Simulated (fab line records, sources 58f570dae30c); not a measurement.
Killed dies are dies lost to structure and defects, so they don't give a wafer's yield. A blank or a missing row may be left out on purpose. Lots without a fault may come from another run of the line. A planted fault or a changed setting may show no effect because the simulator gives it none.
fab line records | flow berkeley_cmos170
record lots=7 wafers=21 last_day=11
route steps=331 shown NVT@107 PVT@115
lots that met no fault: from a run of the same line without faults
start_h: hours from the record's first day to the start of the lot's first wafer shown | wait_h: hours since the lot's step before | " the same as in the row above | L1.1+2: a row that stands for several wafers | - no value, or no start given | * or withheld: withheld | < > ~ a bound
route shown NAME@n: a module of which the file shows steps, and the number in the route of the first | usual: mean/standard deviation of fault-free wafers | same: alike in all rows | chamber/n: place in a boat | sites: the reading at each site | _std_site: their standard deviation | _edge_site: outer sites' mean less inner sites' | radius_mm: how far each site lies from the wafer's centre | mask NAME#n: copy n | behind: the tool/chamber that last shaped the wafer | hold: why the lot was held/for how many hours/how that ended | device: the transistor (n, p or np) that didn't switch | end of line: the same wafers' tests at the end of the route | a step without rows: its recipe alone | killed: dies lost to structure and defects at the first sort, not the wafer's yield | map: a wafer's dies, x killed, . not, _ none there
set.NAME: the setting as run; set.NAME@STEP: as run at that earlier step | model.NAME: the simulator's own value behind a step, which no gauge read
lots at some steps of the route; a table a step, a row a wafer
services: from which hour (start_h, from the record's first day; less than 0 if before it) a tool's chamber was out of use, for how many hours, and why
## steps
# step UCB170_NVT_EXPOSE_03
# recipe mask_id=PWELL target_cd_nm=3000 na=0.5 sigma_outer=0.6 source_shape=conventional dose_mj=30
# step UCB170_NVT_PEB_04
# recipe peb_temp_c=130 peb_time_s=withheld resist=KrF
# step UCB170_NVT_DEVELOP_05
# recipe developer=TMAH develop_time_s=45 resist=KrF dev_temp_c=21
# step UCB170_NVT_OVL_MEAS_06
# usual NVT_OVL=0/5.1
# columns lot.wafer tool chamber start_h wait_h NVT_OVL[nm]
L342.4 overlay-02 - 120.66 - -1
L342.5 " - " " -7
L342.6 " - " " -4
L348.2 overlay-02 - 150.62 - 9
L348.5 " - " " -9
L348.6 " - " " 0
L350.2 overlay-01 - 156.39 - 3
L350.3 " - " " -4
L350.4 " - " " -2
L352.1 overlay-02 - 163.90 - 3
L352.4 " - " " 1
L352.6 " - " " 9
L351.2 overlay-02 - 164.27 - -4
L351.3 " - " " -6
L351.4 " - " " 3
L357.2 overlay-01 - 190.96 - -2
L357.3 " - " " 4
L357.6 " - " " 6
L354.2 overlay-01 - 191.20 - -1
L354.3 " - " " 1
L354.5 " - " " 6
# step UCB170_NVT_IMPLANT_07
# recipe species=BF2 dose_cm2=3e+12 energy_kev=50 tilt_deg=7
# step UCB170_NVT_STRIP_08
# recipe chemistry=O2 power_w=400 pressure_mtorr=3500 platen_temp_c=withheld o2_flow_sccm=400 overash_fraction=0.5
# usual drypump_motor_current_A=5.6/0.32 oes_product_au=0.735/0.0041 strip_time_to_endpoint_s=21.69/0.079
# columns lot.wafer tool chamber start_h wait_h drypump_motor_current_A oes_product_au rf_hours_counter_h strip_time_to_endpoint_s
L342.4 plasma_asher-04 1 121.01 0.1 5.4 0.735 - 21.55
L342.5 " 0 " " 5.5 0.727 - 21.58
L342.6 " 1 " " 5.4 0.736 - 21.63
L348.2 plasma_asher-03 0 150.80 0.1 5.9 0.734 38 21.62
L348.5 " 1 " " 5.2 0.734 - 21.60
L348.6 " 0 " " 5.9 0.737 - 21.61
L350.2 plasma_asher-03 0 156.57 0.1 5.8 0.735 39 21.67
L350.3 " 1 " " 5.1 0.732 - 21.60
L350.4 " 0 " " 5.9 0.738 - 21.65
L352.1 plasma_asher-04 0 164.09 0.1 5.4 0.739 5 21.63
L352.4 " 0 " " 5.5 0.736 - 21.61
L352.6 " 1 " " 5.4 0.734 - 21.58
L351.2 plasma_asher-03 0 164.45 0.1 5.9 0.730 40 21.71
L351.3 " 0 " " 5.9 0.731 - 21.64
L351.4 " 1 " " 5.1 0.738 - 21.71
L357.2 plasma_asher-02 0 191.14 0.1 5.9 0.740 49 21.62
L357.3 " 1 " " 6.0 0.742 - 21.54
L357.6 " 1 " " 6.0 0.737 - 21.62
L354.2 plasma_asher-03 1 191.38 0.1 5.2 0.731 43 21.77
L354.3 " 1 " " 5.2 0.729 - 21.76
L354.5 " 0 " " 5.9 0.735 - 21.72
# step UCB170_NVT_TW_MEAS_09
# usual NVT_TW=526/6.5
# columns lot.wafer tool chamber start_h wait_h NVT_TW
L342.4 film_metro-01 - 121.11 0.1 518
L342.5 " - " " 513
L342.6 " - " " 514
L348.2 film_metro-02 - 150.91 0.1 526
L348.5 " - " " 528
L348.6 " - " " 526
L350.2 film_metro-01 - 156.68 0.1 520
L350.3 " - " " 518
L350.4 " - " " 516
L352.1 film_metro-04 - 164.19 0.1 535
L352.4 " - " " 537
L352.6 " - " " 536
L351.2 film_metro-01 - 164.56 0.1 517
L351.3 " - " " 515
L351.4 " - " " 517
L357.2 film_metro-02 - 191.25 0.1 525
L357.3 " - " " 526
L357.6 " - " " 526
L354.2 film_metro-01 - 191.49 0.1 516
L354.3 " - " " 516
L354.5 " - " " 516
# step UCB170_NVT_CLEAN_10
# recipe chemistry=SPM temp_c=120 time_s=600
# step UCB170_PVT_HMDS_00
# recipe prime_time_s=60 prime_temp_c=100
# step UCB170_PVT_COAT_01
# recipe resist=KrF spin_rpm=1500 resist_thk_nm=900
# step UCB170_PVT_SOFTBAKE_02
# recipe resist=KrF temp_c=130 time_s=60
# step UCB170_PVT_EXPOSE_03
# recipe mask_id=NWELL target_cd_nm=3000 na=0.5 sigma_outer=0.6 source_shape=conventional dose_mj=30
# step UCB170_PVT_PEB_04
# recipe peb_temp_c=130 peb_time_s=withheld resist=KrF
# usual chill_plate_temp_C=23.03/0.1 exhaust_pa=45.0/0.96
# columns lot.wafer tool chamber start_h wait_h chill_plate_temp_C exhaust_pa
L342.4 litho_track-01 0 122.58 0.5 23.17 45.6
L342.5 " 0 " " 23.13 45.4
L342.6 " 0 " " 23.14 45.2
L348.2 litho_track-04 - 153.38 0.4 - -
L348.5 " - " " - -
L348.6 " - " " - -
L350.2 litho_track-02 - 159.83 1.0 - -
L350.3 " - " " - -
L350.4 " - " " - -
L352.1 litho_track-02 0 168.10 0.5 23.04 44.7
L352.4 " 0 " " 23.06 45.5
L352.6 " 0 " " 23.00 45.1
L351.2 litho_track-04 - 168.55 0.8 - -
L351.3 " - " " - -
L351.4 " - " " - -
L357.2 litho_track-02 0 195.27 0.9 23.14 43.0
L357.3 " 0 " " 23.19 45.1
L357.6 " 0 " " 23.29 43.8
L354.2 litho_track-01 0 195.65 0.7 22.99 46.0
L354.3 " 0 " " 23.06 44.6
L354.5 " 0 " " 22.98 45.1
# step UCB170_PVT_DEVELOP_05
# recipe developer=TMAH develop_time_s=45 resist=KrF dev_temp_c=21
## services
# columns tool chamber start_h hours kind
plasma_asher-04 - 108.75 9.0 pm
plasma_asher-04 0 108.75 9.0 vent_cycle
plasma_asher-04 1 108.75 9.0 vent_cycle
plasma_asher-04 0 117.75 - clean
plasma_asher-04 1 117.75 - clean
plasma_asher-04 - 123.07 2.8 pm
plasma_asher-04 - 132.69 1.2 repair
plasma_asher-03 - 159.38 0.9 repair
## key
first_sign step=UCB170_PVT_PEB_04 reading=tool_record direction=missing
effect none on later readings
met_at UCB170_PVT_PEB_04
struck_wafers L348.2,L348.5,L348.6,L350.2,L350.3,L350.4,L351.2,L351.3,L351.4
sort_left_out L348.2,L348.5,L348.6,L350.2,L350.3,L350.4,L351.2,L351.3,L351.4
tester_left_out L348,L350,L351
fault kind=skipped_step_whole tool=litho_track-02,litho_track-04 chamber=- onset_h=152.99 steps=UCB170_PVT_PEB_04 scope=struck_lots_only
# tester_left_out: of these lots the tester's yield and bins aren't shown, on N5 and GAA mostly nor the transistor test; their killed dies are dies lost to structure and defects alone, not to doping, threshold or leakage, so they don't give the yield
# sort_left_out: the simulated sort isn't trusted on such a fault, so these wafers' sort isn't shown, and their yield isn't known
